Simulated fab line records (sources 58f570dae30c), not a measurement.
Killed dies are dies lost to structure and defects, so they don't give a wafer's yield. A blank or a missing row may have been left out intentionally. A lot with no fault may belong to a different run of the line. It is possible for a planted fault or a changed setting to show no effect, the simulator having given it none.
Chamber matching	flow berkeley-cmos170	4 sister chambers for UCB170_GATE_ETCH_15 on rie-si-01
The step etches poly-Si in HBr/Cl2, stops on SiO2, time 56.3 s, target depth 278.2 nm. 4 wafers are shown with their chamber, then 7 later ones without.

## WAFERS, EACH WITH ITS CHAMBER
wafer	chamber	throttle-valve-pct (%)
L242.2	3	26.92
L242.5	1	26.22
L246.1	2	26.26
L246.5	0	26.18

## WAFERS WITHOUT THEIR CHAMBER
wafer	throttle-valve-pct (%)
L247.2	26.89
L247.5	26.24
L247.6	26.25
L253.1	26.19
L253.5	26.18
L256.2	26.18
L256.6	26.23

## WHICH CHAMBER EACH ONE RAN IN
wafer	from the rows above	in truth
L247.2	3	3
L247.5	can't be placed: 1 or 2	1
L247.6	can't be placed: 2 or 1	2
L253.1	can't be placed: 0 or 1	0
L253.5	0	0
L256.2	0	0
L256.6	can't be placed: 1 or 2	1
Correct placement for 3 of the 7. From these rows, 4 cannot be placed; in 4 the true chamber is one of the candidates. Placed wrongly: 0.
How it was worked out, from the rows above alone: a wafer's distance from a chamber is the root of the sum, over the readings, of the square of ((its reading less the chamber's mean) divided by the reading's scatter). The wafer belongs to the nearest chamber; if the next one is less than 2 further off, it can't be placed. A chamber's mean is the mean of its shown wafers. The scatter (one wafer shown for each chamber): square how far every hidden wafer sits from the nearest shown wafer, average those squares and take the square root.
